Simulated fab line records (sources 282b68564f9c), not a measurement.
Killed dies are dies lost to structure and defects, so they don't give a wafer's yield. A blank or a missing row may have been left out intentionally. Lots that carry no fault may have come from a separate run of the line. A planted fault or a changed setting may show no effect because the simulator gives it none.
fab line records	flow ritCmos
[record] lots = 13	wafers = 39	lastDay = 8
route steps=202 shown PWELL@42 GATE@95 PSD@151 M1@202
lots with no fault: from the same line, run without faults
startH: hours from the record's first day to the start of the lot's first wafer shown	waitH: how many hours have passed since the lot's step before this one	" identical to the entry in the row above	L1.1+2: several wafers, shown together as one row	- either no value or no given start	* or withheld: withheld	< > ~ a bound
route shown NAME@n: NAME is a module with steps in the file, n the number in the route of the first one	usual: average and standard deviation across the fault-free wafers	same: alike in all rows	chamber/n: place in a boat	sites: each site's reading	_std_site: standard deviation across them	_edge_site: outer sites' mean less inner sites'	radiusMm: how far each site lies from the wafer's centre	mask NAME#n: copy n	behind: the last tool/chamber to shape the wafer	hold: why the lot was held/for how many hours/how that ended	device: names the non-switching transistor (n, p or np)	end of line: the same wafers' tests at the end of the route	step lacking rows: just its recipe	killed: count of dies lost to structure and defects at first sort (not the wafer's yield)	map: the dies of a wafer, with x for killed, . for not killed, _ for no die there
set.NAME: the setting the step ran with; set.NAME@STEP: the setting that earlier step ran with	model.NAME: the simulator's own value behind a step, which no gauge read
a sample of lots followed through the steps of the route, with each step as a table and each wafer as a row
services: a tool's chamber out of use, with start hour (startH, from the record's first day; less than 0 if before it), hours out, and reason
[[steps]]
[step RIT_PWELL_EXPOSE_03]
[recipe] maskId = M3	na = 0.57	targetCdNm = 43700	doseMj = 250
lot.wafer	tool	chamber	startH	waitH	mask
L738.1+2+6	ilineStepper-01	0	30.24	0.1	M3#0
L740.1+4+5	ilineStepper-01	0	35.59	0.2	M3#0
L741.2+5+6	ilineStepper-01	0	39.11	0.1	M3#0
L742.1+2+6	ilineStepper-02	0	50.05	0.2	M3#0
L746.2+3+4	ilineStepper-02	0	63.67	0.1	M3#0
L748.1+2+6	ilineStepper-01	0	72.75	0.2	M3_R1#0
L751.4+5+6	ilineStepper-01	0	88.37	0.1	M3#0
L753.1+2+3	ilineStepper-01	0	98.11	0.1	M3#0
L756.1+4+6	ilineStepper-01	0	112.20	0.2	M3#0
L757.1+5+6	ilineStepper-01	0	119.36	0.1	M3#0
L758.1+3+4	ilineStepper-02	0	124.57	0.2	M3#0
L759.1+5+6	ilineStepper-02	0	132.03	0.1	M3#0
L761.1+4+6	ilineStepper-01	0	144.84	0.2	M3#0
[step RIT_GATE_ETCH_19]
[recipe] chemistry = SF6/CHF3/O2	timeS = 165	SF6_flow_sccm = 30	CHF3_flow_sccm = 30	O2_flow_sccm = 5	target = poly-Si	pressureMtorr = 40	rfW = 160	targetDepthA = 3125	overEtchFrac = 0.25	stopOn = SiO2
[usual] drypumpMotorCurrentA = 5.9/0.41	oesProductAu = 0.849/0.012	rfFwdPowerW = 159.4/0.49	throttleValvePct = 10.29/0.14
lot.wafer	tool	chamber	startH	waitH	drypumpMotorCurrentA	oesProductAu	rfFwdPowerW	rfHoursCounterH	throttleValvePct
L738.1	rieSi-01	0	47.80	0.1	5.7	0.846	160.4	53	10.17
L738.2	"	1	"	"	5.8	0.875	158.6	130	10.24
L738.6	"	1	"	"	5.8	0.863	159.5	-	10.24
L740.1	rieSi-01	0	51.69	0.1	5.6	0.845	160.1	53	10.16
L740.4	"	3	"	"	5.5	0.836	160.0	-	10.33
L740.5	"	0	"	"	5.7	0.851	159.6	-	10.15
L741.2	rieSi-02	2	54.33	0.1	6.6	0.860	158.4	129	10.53
L741.5	"	2	"	"	6.6	0.861	159.5	-	10.54
L741.6	"	3	"	"	5.7	0.839	159.3	-	10.35
L742.1	rieSi-01	2	68.94	0.1	5.8	0.853	158.7	0	10.05
L742.2	"	0	"	"	5.7	0.851	159.6	53	10.17
L742.6	"	3	"	"	5.5	0.818	159.3	-	10.34
L746.2	rieSi-01	2	78.25	0.1	5.9	0.852	159.2	0	10.07
L746.3	"	1	"	"	5.8	0.866	158.9	131	10.23
L746.4	"	0	"	"	5.7	0.854	159.6	53	10.17
L748.1	rieSi-01	1	88.19	0.1	5.8	0.870	159.2	131	10.25
L748.2	"	0	"	"	5.7	0.847	159.3	53	10.16
L748.6	"	2	"	"	5.8	0.855	160.2	-	10.05
L751.4	rieSi-02	2	105.62	0.1	6.6	0.874	159.5	129	10.55
L751.5	"	3	"	"	5.6	0.860	159.3	-	10.34
L751.6	"	2	"	"	6.6	0.875	159.0	-	10.54
L753.1	rieSi-02	3	116.19	0.1	5.6	0.848	160.1	28	10.35
L753.2	"	0	"	"	6.5	0.849	159.5	8	10.20
L753.3	"	2	"	"	6.6	0.869	159.4	129	10.55
L756.1	rieSi-01	3	133.43	0.1	5.5	0.831	159.7	109	10.32
L756.4	"	3	"	"	5.5	0.842	159.3	-	10.33
L756.6	"	1	"	"	5.7	0.867	159.3	-	10.25
L757.1	rieSi-02	0	143.58	0.1	6.5	0.855	159.0	8	10.21
L757.5	"	2	"	"	6.6	0.867	158.9	-	10.56
L757.6	"	1	"	"	5.6	0.846	159.8	-	10.32
L758.1	rieSi-01	3	145.81	0.1	5.5	0.837	160.5	109	10.32
L758.3	"	1	"	"	5.8	0.860	159.5	131	10.25
L758.4	"	1	"	"	5.8	0.859	159.3	-	10.25
L759.1	rieSi-02	3	154.08	0.1	5.6	0.842	159.6	28	10.31
L759.5	"	0	"	"	6.5	0.845	159.0	-	10.19
L759.6	"	3	"	"	5.6	0.845	159.3	-	10.35
L761.1	rieSi-02	2	163.46	0.1	6.6	0.861	160.1	130	10.56
L761.4	"	0	"	"	6.5	0.850	159.2	8	10.19
L761.6	"	1	"	"	5.6	0.845	159.5	-	10.34
[step RIT_GATE_STRIP_20]
[recipe] chemistry = O2	timeS = 180	resist = NOVOLAK	platenTempC = withheld	powerW = 500	pressureMtorr = 4000	o2FlowSccm = 4000
[usual] drypumpMotorCurrentA = 5.8/0.49
lot.wafer	tool	chamber	startH	waitH	drypumpMotorCurrentA	rfHoursCounterH
L738.1	plasmaAsher-01	0	47.91	0.1	5.5	25
L738.2	"	1	"	"	5.0	25
L738.6	"	0	"	"	5.5	-
L740.1	plasmaAsher-01	0	51.80	0.1	5.6	26
L740.4	"	0	"	"	5.5	-
L740.5	"	1	"	"	5.0	-
L741.2	plasmaAsher-03	0	54.44	0.1	6.0	41
L741.5	"	1	"	"	5.9	-
L741.6	"	0	"	"	6.0	-
L742.1	plasmaAsher-03	1	69.05	0.1	5.9	43
L742.2	"	0	"	"	6.0	43
L742.6	"	0	"	"	6.0	-
L746.2	plasmaAsher-01	1	78.36	0.1	5.0	29
L746.3	"	1	"	"	5.0	-
L746.4	"	0	"	"	5.5	-
L748.1	plasmaAsher-04	1	88.30	0.1	6.3	44
L748.2	"	0	"	"	6.2	44
L748.6	"	0	"	"	6.2	-
L751.4	plasmaAsher-03	1	105.79	0.1	5.9	-
L751.5	"	0	"	"	6.0	-
L751.6	"	1	"	"	5.9	-
L753.1	plasmaAsher-04	0	116.30	0.1	6.1	47
L753.2	"	1	"	"	6.3	47
L753.3	"	1	"	"	6.3	-
L756.1	plasmaAsher-01	1	133.54	0.1	5.0	35
L756.4	"	1	"	"	5.0	-
L756.6	"	0	"	"	5.5	-
L757.1	plasmaAsher-04	1	143.69	0.1	6.3	49
L757.5	"	0	"	"	6.1	-
L757.6	"	1	"	"	6.3	-
L758.1	plasmaAsher-04	1	145.91	0.1	6.3	50
L758.3	"	0	"	"	6.2	-
L758.4	"	1	"	"	6.3	-
L759.1	plasmaAsher-01	0	154.19	0.1	5.5	36
L759.5	"	0	"	"	5.6	-
L759.6	"	1	"	"	4.9	-
L761.1	plasmaAsher-01	0	163.57	0.1	5.6	37
L761.4	"	0	"	"	5.5	-
L761.6	"	0	"	"	5.6	-
[step RIT_PSD_STRIP_09]
[recipe] chemistry = O2	timeS = 180	resist = NOVOLAK	platenTempC = withheld	powerW = 500	pressureMtorr = 4000	o2FlowSccm = 4000
[usual] drypumpMotorCurrentA = 5.7/0.46
lot.wafer	tool	chamber	startH	waitH	drypumpMotorCurrentA	rfHoursCounterH
L738.1	plasmaAsher-01	1	59.65	0.1	5.0	27
L738.2	"	0	"	"	5.5	27
L738.6	"	0	"	"	5.6	-
L740.1	plasmaAsher-01	1	63.92	0.1	5.0	27
L740.4	"	0	"	"	5.5	-
L740.5	"	1	"	"	5.0	-
L741.2	plasmaAsher-03	0	68.37	0.1	6.0	42
L741.5	"	0	"	"	6.0	-
L741.6	"	1	"	"	5.9	-
L742.1	plasmaAsher-03	0	82.22	0.1	6.0	44
L742.2	"	1	"	"	5.9	44
L742.6	"	0	"	"	6.0	-
L746.2	plasmaAsher-04	1	91.89	0.1	6.3	44
L746.3	"	0	"	"	6.1	-
L746.4	"	1	"	"	6.3	-
L748.1	plasmaAsher-03	0	100.65	0.1	6.0	46
L748.2	"	1	"	"	5.9	46
L748.6	"	0	"	"	6.0	-
L751.4	plasmaAsher-01	0	119.24	0.1	5.5	-
L751.5	"	1	"	"	5.0	-
L751.6	"	0	"	"	5.5	-
L753.1	plasmaAsher-03	1	127.75	0.1	5.9	1
L753.2	"	0	"	"	6.0	1
L753.3	"	1	"	"	5.9	-
L756.1	plasmaAsher-01	0	148.31	0.1	5.6	36
L756.4	"	0	"	"	5.5	-
L756.6	"	1	"	"	5.0	-
L757.1	plasmaAsher-04	0	155.25	0.1	6.2	51
L757.5	"	1	"	"	6.3	-
L757.6	"	0	"	"	6.2	-
L758.1	plasmaAsher-03	1	158.90	0.1	5.9	4
L758.3	"	1	"	"	5.9	-
L758.4	"	0	"	"	6.0	-
L759.1	plasmaAsher-03	0	165.82	0.1	6.0	5
L759.5	"	0	"	"	6.0	-
L759.6	"	1	"	"	5.9	-
L761.1	plasmaAsher-01	1	176.87	0.1	5.0	39
L761.4	"	1	"	"	5.0	-
L761.6	"	1	"	"	5.0	-
[step RIT_M1_PROBE_99]
[usual] killed_at_M0_to_M3 = 0.0/0.12	killedAtContacts = 0.0/0.2	killedAtFrontEnd = 7/3	killedDies = 7/3	killedOpen = 3.4/1.8	killedShort = 3.8/2.1
[same] grossDies = 264	killed_at_M4_up = 0	killedAtBackSide = 0	killedAtOther = 0
lot.wafer	tool	chamber	startH	waitH	killed_at_M0_to_M3	killedAtContacts	killedAtFrontEnd	killedDies	killedOpen	killedShort
L738.1	prober-01	-	67.82	0.1	0	0	8	8	6	2
L738.2	prober-01	-	67.87	0.1	0	1	10	11	7	4
L738.6	prober-01	-	68.07	0.2	0	0	10	10	6	4
L740.1	prober-01	-	72.42	0.1	0	0	11	11	9	2
L740.4	prober-01	-	72.57	0.2	0	0	6	6	3	3
L740.5	prober-01	-	72.62	0.2	0	0	5	5	4	1
L741.2	prober-02	-	77.26	0.1	0	0	7	7	3	4
L741.5	prober-02	-	77.41	0.2	0	0	5	5	1	4
L741.6	prober-02	-	77.46	0.2	0	0	7	7	4	3
L742.1	prober-01	-	92.13	0.1	0	0	6	6	5	1
L742.2	prober-01	-	92.18	0.1	0	0	7	7	3	4
L742.6	prober-01	-	92.38	0.2	0	0	4	4	3	1
L746.2	prober-02	-	100.10	0.1	0	0	3	3	1	2
L746.3	prober-02	-	100.15	0.2	0	0	3	3	2	1
L746.4	prober-02	-	100.20	0.2	0	0	2	2	1	1
L748.1	prober-02	-	108.77	0.1	0	0	8	8	2	6
L748.2	prober-02	-	108.82	0.1	0	0	7	7	2	5
L748.6	prober-02	-	109.02	0.2	0	0	8	8	5	3
L751.4	prober-01	-	127.36	0.2	0	0	3	3	2	1
L751.5	prober-01	-	127.41	0.2	0	0	3	3	3	0
L751.6	prober-01	-	127.46	0.2	0	1	6	7	5	2
L753.1	prober-01	-	135.64	0.1	0	0	8	8	1	7
L753.2	prober-01	-	135.69	0.1	0	0	4	4	1	3
L753.3	prober-01	-	135.74	0.2	0	0	7	7	4	3
L756.1	prober-02	-	156.33	0.1	0	0	6	6	5	1
L756.4	prober-02	-	156.48	0.2	0	0	11	11	6	5
L756.6	prober-02	-	156.58	0.2	0	0	12	12	6	6
L757.1	prober-01	-	163.73	0.1	0	0	11	11	5	6
L757.5	prober-01	-	163.93	0.2	0	0	5	5	0	5
L757.6	prober-01	-	163.98	0.2	0	0	7	7	1	6
L758.1	prober-02	-	167.06	0.1	0	0	13	13	4	9
L758.3	prober-02	-	167.16	0.2	0	0	5	5	3	2
L758.4	prober-02	-	167.21	0.2	0	0	10	10	6	4
L759.1	prober-01	-	173.96	0.1	1	0	7	8	2	6
L759.5	prober-01	-	174.16	0.2	0	0	11	11	6	5
L759.6	prober-01	-	174.21	0.2	0	0	7	7	3	4
L761.1	prober-01	-	184.78	0.1	0	0	8	8	3	5
L761.4	prober-01	-	184.93	0.2	0	1	7	8	5	3
L761.6	prober-01	-	185.03	0.2	0	0	17	17	4	13
// killed by level:class
L738.1 GATE:geometricParticle:open=3 GATE:geometricParticle:short=2 REOX:geometricParticle:open=2 FOX1:geometricParticle:open=1
L738.2 GATE:geometricParticle:open=4 SILICIDE:geometricParticle:open=3 GATE:geometricParticle:short=2 REOX:geometricParticle:short=1 CONTACT:geometricParticle:short=1
L738.6 GATE:geometricParticle:open=2 GATE:geometricParticle:short=2 REOX:geometricParticle:open=2 REOX:geometricParticle:short=2 FOX1:geometricParticle:open=1 SILICIDE:geometricParticle:open=1
L740.1 GATE:geometricParticle:open=5 FOX2:geometricParticle:open=2 FOX1:geometricParticle:short=1 REOX:geometricParticle:short=1 SPACER:geometricParticle:open=1 SILICIDE:geometricParticle:open=1
L740.4 GATE:geometricParticle:open=3 FOX1:geometricParticle:short=1 FOX2:geometricParticle:short=1 SILICIDE:geometricParticle:short=1
L740.5 SILICIDE:geometricParticle:open=3 FOX2:geometricParticle:open=1 GATE:geometricParticle:short=1
L741.2 GATE:geometricParticle:short=3 FOX1:geometricParticle:open=1 FOX2:geometricParticle:open=1 REOX:geometricParticle:short=1 SPACER:geometricParticle:open=1
L741.5 GATE:geometricParticle:short=2 FOX1:geometricParticle:short=1 FOX2:geometricParticle:open=1 SPACER:geometricParticle:short=1
L741.6 FOX1:geometricParticle:open=1 FOX2:geometricParticle:open=1 GATE:geometricParticle:short=1 REOX:geometricParticle:short=1 REOX:geometricParticle:open=1 SPACER:geometricParticle:open=1 SILICIDE:geometricParticle:short=1
L742.1 GATE:geometricParticle:open=5 SPACER:geometricParticle:short=1
L742.2 GATE:geometricParticle:short=3 SILICIDE:geometricParticle:open=2 FOX1:geometricParticle:short=1 REOX:geometricParticle:open=1
L742.6 SPACER:geometricParticle:open=2 FOX1:geometricParticle:short=1 GATE:geometricParticle:open=1
L746.2 REOX:geometricParticle:short=2 SILICIDE:geometricParticle:open=1
L746.3 GATE:geometricParticle:open=1 GATE:geometricParticle:short=1 REOX:geometricParticle:open=1
L746.4 GATE:geometricParticle:open=1 SPACER:geometricParticle:short=1
L748.1 GATE:geometricParticle:short=3 FOX1:geometricParticle:open=2 FOX1:geometricParticle:short=2 SILICIDE:geometricParticle:short=1
L748.2 GATE:geometricParticle:short=3 GATE:geometricParticle:open=2 FOX1:geometricParticle:short=1 SILICIDE:geometricParticle:short=1
L748.6 GATE:geometricParticle:short=3 REOX:geometricParticle:open=3 FOX1:geometricParticle:open=1 GATE:geometricParticle:open=1
L751.4 GATE:geometricParticle:open=1 SPACER:geometricParticle:short=1 SPACER:geometricParticle:open=1
L751.5 SPACER:geometricParticle:open=2 GATE:geometricParticle:open=1
L751.6 GATE:geometricParticle:open=2 GATE:geometricParticle:short=2 FOX1:geometricParticle:open=1 SPACER:geometricParticle:open=1 CONTACT:geometricParticle:open=1
L753.1 REOX:geometricParticle:short=3 SILICIDE:geometricParticle:short=2 GATE:geometricParticle:short=1 GATE:geometricParticle:open=1 SPACER:geometricParticle:short=1
L753.2 FOX1:geometricParticle:short=1 GATE:geometricParticle:short=1 SILICIDE:geometricParticle:short=1 SILICIDE:geometricParticle:open=1
L753.3 GATE:geometricParticle:short=2 FOX1:geometricParticle:open=1 FOX2:geometricParticle:open=1 FOX2:geometricParticle:short=1 GATE:geometricParticle:open=1 SPACER:geometricParticle:open=1
L756.1 GATE:geometricParticle:open=3 SPACER:geometricParticle:open=2 SPACER:geometricParticle:short=1
L756.4 GATE:geometricParticle:open=2 REOX:geometricParticle:short=2 SPACER:geometricParticle:open=2 FOX1:geometricParticle:short=1 FOX1:geometricParticle:open=1 GATE:geometricParticle:short=1 SPACER:geometricParticle:short=1 SILICIDE:geometricParticle:open=1
L756.6 SILICIDE:geometricParticle:short=3 SILICIDE:geometricParticle:open=3 GATE:geometricParticle:open=2 SPACER:geometricParticle:short=2 GATE:geometricParticle:short=1 SPACER:geometricParticle:open=1
L757.1 FOX1:geometricParticle:short=2 GATE:geometricParticle:short=2 SPACER:geometricParticle:open=2 SILICIDE:geometricParticle:open=2 REOX:geometricParticle:open=1 SPACER:geometricParticle:short=1 SILICIDE:geometricParticle:short=1
L757.5 GATE:geometricParticle:short=4 FOX2:geometricParticle:short=1
L757.6 FOX1:geometricParticle:short=2 GATE:geometricParticle:short=2 FOX2:geometricParticle:open=1 FOX2:geometricParticle:short=1 REOX:geometricParticle:short=1
L758.1 GATE:geometricParticle:short=4 FOX1:geometricParticle:short=3 FOX1:geometricParticle:open=2 FOX2:geometricParticle:short=2 GATE:geometricParticle:open=2
L758.3 GATE:geometricParticle:open=3 GATE:geometricParticle:short=2
L758.4 FOX1:geometricParticle:open=3 FOX2:geometricParticle:short=2 GATE:geometricParticle:short=2 SILICIDE:geometricParticle:open=2 GATE:geometricParticle:open=1
L759.1 GATE:geometricParticle:short=4 GATE:geometricParticle:open=2 FOX1:geometricParticle:short=1 M1:geometricParticle:short=1
L759.5 GATE:geometricParticle:short=4 SILICIDE:geometricParticle:open=2 GATE:geometricParticle:open=2 REOX:geometricParticle:open=1 SPACER:geometricParticle:short=1 SPACER:geometricParticle:open=1
L759.6 GATE:geometricParticle:short=4 REOX:geometricParticle:open=2 GATE:geometricParticle:open=1
L761.1 SPACER:geometricParticle:short=2 FOX2:geometricParticle:open=1 FOX2:geometricParticle:short=1 GATE:geometricParticle:open=1 GATE:geometricParticle:short=1 REOX:geometricParticle:short=1 SILICIDE:geometricParticle:open=1
L761.4 REOX:geometricParticle:open=2 SPACER:geometricParticle:open=2 REOX:geometricParticle:short=1 SPACER:geometricParticle:short=1 SILICIDE:geometricParticle:short=1 CONTACT:geometricParticle:open=1
L761.6 GATE:geometricParticle:short=4 FOX1:geometricParticle:short=3 SPACER:geometricParticle:short=3 FOX2:geometricParticle:short=2 FOX1:geometricParticle:open=1 GATE:geometricParticle:open=1 REOX:geometricParticle:open=1 SPACER:geometricParticle:open=1
[[services]]
tool	chamber	startH	hours	kind
ilineStepper-02	-	12.31	1.7	pm
plasmaAsher-04	-	12.91	14.6	pm
rieSi-02	2	15.90	8.6	repair
ilineStepper-02	-	35.36	7.5	repair
rieSi-02	-	37.07	0.5	repair
rieSi-01	2	38.56	-	clean
rieSi-01	2	38.56	13.2	scheduledDown
rieSi-01	2	38.56	13.2	ventCycle
ilineStepper-01	0	51.18	-	calibration
plasmaAsher-03	-	76.25	2.9	repair
ilineStepper-01	-	76.63	1.7	pm
plasmaAsher-04	-	78.88	2.8	pm
plasmaAsher-03	-	108.75	9.0	pm
plasmaAsher-03	0	108.75	9.0	ventCycle
plasmaAsher-03	1	108.75	9.0	ventCycle
ilineStepper-02	-	110.73	1.7	repair
plasmaAsher-03	-	116.03	0.7	repair
plasmaAsher-03	0	117.75	-	clean
plasmaAsher-03	1	117.75	-	clean
rieSi-01	2	125.48	40.6	repair
plasmaAsher-01	-	136.21	0.6	repair
rieSi-01	-	156.58	1.3	repair
rieSi-02	0	166.12	3.7	repair
rieSi-01	0	169.07	13.0	repair
[[key]]
[firstSign] step = RIT_PWELL_EXPOSE_03	reading = mask	direction = changed
effect none on later readings
metAt RIT_PWELL_EXPOSE_03
struckLots L748
testerLeftOut L748
notActingAt RIT_GATE_ETCH_19,RIT_GATE_STRIP_20,RIT_PSD_STRIP_09
onsetBetween 39.11 72.75
[fault] kind = wrongMask	tool = any	chamber = -	onsetH = 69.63	steps = RIT_PWELL_EXPOSE_03	auxCopy = M3_R1#0	cdOffsetNm = 150	scope = struckLotsOnly
// testerLeftOut: of these lots the tester's yield and bins aren't shown, on N5 and GAA mostly nor the transistor test; their killed dies are dies lost to structure and defects alone, not to doping, threshold or leakage, so they don't give the yield
